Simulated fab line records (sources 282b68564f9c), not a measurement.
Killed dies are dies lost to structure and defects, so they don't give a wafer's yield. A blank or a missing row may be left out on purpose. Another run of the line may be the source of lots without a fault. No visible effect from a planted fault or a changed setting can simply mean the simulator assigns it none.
Struck lot and sound lot, side by side -- flow rit_cmos -- 17 steps out of a route of 202
Sound: wafers L361.1, L361.3, L361.6. Struck: wafers L349.2, L349.4, L349.6. At the end, the cause is stated.
For every step that has rows: the tool of each side, followed by ch and its chambers, followed by its first start. Under that, the readings that differ: sound wafers -- struck wafers -- difference of the means -- sigmas: that difference in standard deviations of wafers without a fault.
alike: a reading whose means differ by less than 2 such deviations, as well as words and numbers matching on both sides. not compared: withheld readings; readings where some wafer has no value; bounds like >300 that might hide an equal value; numbers whose values overlap and for which the record gives no deviation.
The two part at a step that has a row with sigmas, a row that says differs or no value, or rows on one side only. When numbers do not overlap yet have no deviation, they are printed without sigmas and do not part them. Lack of a reading on every wafer of one side parts them only where that side has two or more wafers.

first, 1 step without rows for these wafers: RIT_PSD_IMPLANT_08.
RIT_PSD_STRIP_09: strips in O2, time 180 s.
  sound on plasma_asher-02 ch 0,1, day 6 13:46; struck on plasma_asher-02 ch 0,1, day 4 06:40
  alike: drypump_motor_current_A
  not compared: rf_hours_counter_h
RIT_PSD_TW_MEAS_10:
  sound: film_metro-02 at day 6 13:57; struck: film_metro-01 at day 4 06:50
reading,sound,struck,difference,sigmas
PSD_TW,3428 3406 3428,3360 3361 3367,-58,-2
then, 3 steps without rows for these wafers: RIT_SDANNEAL_CLEAN_00 (cleans in SC1, time 600 s); RIT_SDANNEAL_CLEAN_01 (cleans in dHF, time 30 s); RIT_SDANNEAL_CLEAN_02 (cleans in SC2, time 600 s).
RIT_SDANNEAL_RTA_03: time 5 s.
  sound on rtp_anneal-02 ch 0, day 6 14:49; struck on rtp_anneal-02 ch 0, day 4 07:18
  alike: wafer_temp_C_max
RIT_SDANNEAL_RS_MEAS_04: the measuring method here is four-point-probe.
  sound: film_metro-03 at day 6 14:53; struck: film_metro-01 at day 4 07:22
  alike: PSD_RS
RIT_SDANNEAL_RS_MEAS_05: the measuring method here is four-point-probe.
  sound: film_metro-03 at day 6 15:00; struck: film_metro-01 at day 4 07:29
  alike: NSD_RS
RIT_SDANNEAL_RS_MEAS_06: the measuring method here is four-point-probe.
  sound: film_metro-03 at day 6 15:07; struck: film_metro-01 at day 4 07:37
  alike: PLDD_RS
RIT_SDANNEAL_RS_MEAS_07: the measuring method here is four-point-probe.
  sound: film_metro-03 at day 6 15:14; struck: film_metro-01 at day 4 07:44
  alike: NLDD_RS
then, 1 step without rows for these wafers: RIT_SILICIDE_WET_ETCH_00 (etches SiO2 in BOE, target depth 14 nm, time 15 s).
RIT_SILICIDE_SPUTTER_01: material Ti, target thk 30 nm, time 231.4 s.
  sound: pvd_sputter-04 at day 6 15:23; struck: pvd_sputter-03 at day 4 07:50
reading,sound,struck,difference,sigmas
cathode_dc_power_W (W),349.93 350.02 350.11,323.05 322.98 322.92,-27.04,-99 or more
model.Ti_of_SILICIDE_SPUTTER_01.thk_nm (nm),28.24 28.18 27.64,26.58 26.44 26.44,-1.53,
  alike: throttle_valve_pct
RIT_SILICIDE_RS_MEAS_02: the measuring method here is four-point-probe.
  sound: film_metro-04 at day 6 15:32; struck: film_metro-03 at day 4 08:01
reading,sound,struck,difference,sigmas
SILICIDE_TI_RS (ohm/sq),51.7 51.8 53.1,55.8 56.1 56.3,+3.9,+5
RIT_SILICIDE_THK_MEAS_03: measures by xrf.
  sound: film_metro-04 at day 6 15:40; struck: film_metro-03 at day 4 08:07
reading,sound,struck,difference,sigmas
SILICIDE_TI_THK (nm),28.1 28.1 27.6,26.5 26.3 26.3,-1.6,-4
RIT_SILICIDE_RTA_04: time 10 s, ramp up 5 s, ramp down 5 s.
  sound on rtp_anneal-01 ch 0, day 6 15:43; struck on rtp_anneal-01 ch 0, day 4 08:11
  alike: wafer_temp_C_max
RIT_M1_PROBE_99:
  sound: prober-01 at day 6 23:03; struck: prober-02 at day 4 14:52
reading,sound,struck,difference,sigmas
model.etest.contact_nplus.end_ohm_um,38.24 38.7 38.64,38.15 36.97 37.01,-1.15,
model.etest.npoly_line.rs_ohm_sq,17.75 17.71 18.08,18.7 18.64 18.59,+0.8,
model.etest.ppoly_line.rs_ohm_sq,16.96 17.35 17.43,18.17 17.95 18.02,+0.80,
model.etest.npoly_sal.rs_ohm_sq,4.566 4.535 4.642,4.817 4.86 4.874,+0.269,
model.etest.ppoly_sal.rs_ohm_sq,4.499 4.519 4.618,4.78 4.803 4.789,+0.25,
  alike: killed_at_front_end, killed_dies, killed_open, killed_short
  not compared: model.etest.npoly_line.line_ohm_um, model.etest.ppoly_line.line_ohm_um, model.etest.contact_pplus.end_ohm_um

== WHERE THEY PART ==
First at RIT_PSD_TW_MEAS_10; last, within this record, at RIT_SILICIDE_THK_MEAS_03. Later steps at which nothing parts them and some readings are alike: RIT_SILICIDE_RTA_04, RIT_M1_PROBE_99.

WHY: what the simulator had put in
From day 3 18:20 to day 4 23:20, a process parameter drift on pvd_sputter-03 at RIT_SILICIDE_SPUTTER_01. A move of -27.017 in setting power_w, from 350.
